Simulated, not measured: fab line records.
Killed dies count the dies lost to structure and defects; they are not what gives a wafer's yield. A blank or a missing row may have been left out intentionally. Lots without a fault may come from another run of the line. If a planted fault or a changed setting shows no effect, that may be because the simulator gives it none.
Which tool is to blame? ; flow rit_cmos ; 7 lots with 21 wafers sampled at 2 steps, on a route of 202 steps

## WHAT THE GAUGES READ, wafer by wafer
RIT_ACTIVE_THK_MEAS_02.
lot;measured;on;ACTIVE_OXIDE_THK (nm)
L708;day 2 00:43;film_metro-04;45.4 44.9 45.0
L712;day 2 18:04;film_metro-03;47.3 47.0 47.4
L714;day 3 04:36;film_metro-01;48.4 48.4 48.4
L717;day 3 19:05;film_metro-03;54.7 55.2 54.3
L719;day 4 05:12;film_metro-03;47.7 47.0 47.3
L724;day 5 06:29;film_metro-01;47.5 46.7 47.1
L727;day 5 21:39;film_metro-01;46.7 46.9 46.5

## EACH LOT AND THE TOOL THAT RAN IT (in order: tool; ch and the chambers of the sampled wafers; start)
lot;RIT_ACTIVE_OXIDATION_01
L708;furnace-01 ch 0, day 1 22:47
L712;furnace-04 ch 0, day 2 16:07
L714;furnace-04 ch 0, day 3 02:40
L717;furnace-04 ch 0, day 3 17:08
L719;furnace-03 ch 0, day 4 03:14
L724;furnace-01 ch 0, day 5 04:33
L727;furnace-03 ch 0, day 5 19:43
- RIT_ACTIVE_OXIDATION_01: target thk 46.8 nm, ox time 3360 s.

## THE ANSWER, worked out from the rows above alone
Rule: what is usual is taken from the lots themselves. The widest of any qualifying gaps counts: lots, ordered by their means at a reading, are off when they make up no more than a third of the lots, leave a main group of 4 or more, and stand apart from it by 3 or more times the standard deviation of that group's means. A main group is skipped when, at the precision printed for the reading in the tables above, its means are all equal. A lot without any number at a reading at which 4 lots or more have one is off too. Where the step has rows for the other lots, those lots are counted as sound.
Off: L717, seen at RIT_ACTIVE_THK_MEAS_02 (ACTIVE_OXIDE_THK). Main group: mean 47.0 nm, sd 0.99.
If a tool, at a process step before that reading, ran all the lots that are off and no sound lot after the first of them, it fits. Those tools and the gauges at RIT_ACTIVE_THK_MEAS_02 are tried in the same way. One fits: RIT_ACTIVE_OXIDATION_01 on furnace-04. Its last sound lot is L714 (day 3 02:40), its first lot that is off L717 (day 3 17:08): a fault that began between those two fits.

## WHAT THE SIMULATOR PUT IN
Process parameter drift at RIT_ACTIVE_OXIDATION_01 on furnace-04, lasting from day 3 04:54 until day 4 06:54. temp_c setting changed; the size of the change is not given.
Struck lots among those shown: L717. The rule given above showed the same thing.
